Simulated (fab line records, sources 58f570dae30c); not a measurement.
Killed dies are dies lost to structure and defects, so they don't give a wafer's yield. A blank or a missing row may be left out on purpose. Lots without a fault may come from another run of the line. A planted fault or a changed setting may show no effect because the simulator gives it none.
A struck lot beside a sound one | flow berkeley_cmos170 | 14 steps out of a route of 331
Sound: wafers L225.1, L225.4, L225.6. Struck: wafers L246.1, L246.2, L246.3. The cause comes at the end.
At each step with rows: each side's tool, then ch and its chambers, then its first start. Under that, the readings that differ: sound wafers | struck wafers | difference of the means | sigmas: that difference in standard deviations of wafers without a fault.
alike: readings whose means differ by less than 2 such deviations, and words and numbers that are the same on both sides. not compared: withheld readings, readings that some wafer has no value for, bounds like >300 that may hide the same value, and numbers for which the record gives no deviation and whose values overlap.
The two part at a step that has a row with sigmas, a row that says differs or no value, or rows on one side only. Numbers that don't overlap but have no deviation are shown without sigmas and don't part them. A reading that every wafer of one side lacks parts them only if that side has two wafers or more.

first, 2 steps without rows for these wafers: UCB170_PWELL_ANNEAL_04 (time 919.5 s); UCB170_PWELL_CVD_05 (deposits Si3N4 from SiH2Cl2/NH3, target thk 220 nm, time 3300 s).
UCB170_PWELL_THK_MEAS_06:
  sound on film_metro-03, day 3 18:55; struck on film_metro-04, day 7 20:08
  alike: PWELL_NITRIDE_THK
then, 6 steps without rows for these wafers: UCB170_PWELL_HMDS_07 (prime time 60 s); UCB170_PWELL_COAT_08 (resist thk 900 nm); UCB170_PWELL_SOFTBAKE_09 (time 60 s); UCB170_PWELL_EXPOSE_10 (exposes mask PWELL, target cd 3000 nm); UCB170_PWELL_PEB_11; UCB170_PWELL_DEVELOP_12 (develop time 45 s).
UCB170_PWELL_OVL_MEAS_13:
  sound on overlay-01, day 3 20:20; struck on overlay-01, day 7 22:10
  alike: PWELL_OVL
UCB170_PWELL_ETCH_14: etches Si3N4 in CH3F/Ar/O2, stops on SiO2, target depth 242 nm, time 151 s.
  sound on rie_diel-01 ch 1,2,3, day 3 20:22; struck on rie_diel-02 ch 0,1,3, day 7 22:13
  alike: drypump_motor_current_A, oes_product_au, throttle_valve_pct
  not compared: rf_hours_counter_h
then, 1 step without rows for these wafers: UCB170_PWELL_IMPLANT_15.
UCB170_PWELL_STRIP_16: strips in O2.
  sound on plasma_asher-01 ch 0,1, day 3 20:37; struck on plasma_asher-04 ch 0,1, day 7 22:28
  no value came back on the struck wafers for chamber_pressure_mTorr (mTorr), drypump_motor_current_A (A), oes_product_au (a.u.), strip_time_to_endpoint_s (s); on the sound wafers chamber_pressure_mTorr (mTorr) reads 3499 3496 3499
  reading                                | sound | struck            | difference | sigmas
  model.KrF_of_PWELL_COAT_08.thk_nm (nm) | 0 0 0 | 732.1 727.6 726.3 | +728.7     |
  not compared: rf_hours_counter_h
UCB170_PWELL_TW_MEAS_17:
  sound on film_metro-02, day 3 20:43; struck on film_metro-04, day 7 22:34
  alike: PWELL_TW

WHERE THEY PART
Only at UCB170_PWELL_STRIP_16, within this record. Later steps at which nothing parts them and some readings are alike: UCB170_PWELL_TW_MEAS_17.

WHY: what the simulator had put in
Skipped step whole: plasma_asher-04, from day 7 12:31 on, at UCB170_PWELL_STRIP_16. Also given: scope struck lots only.
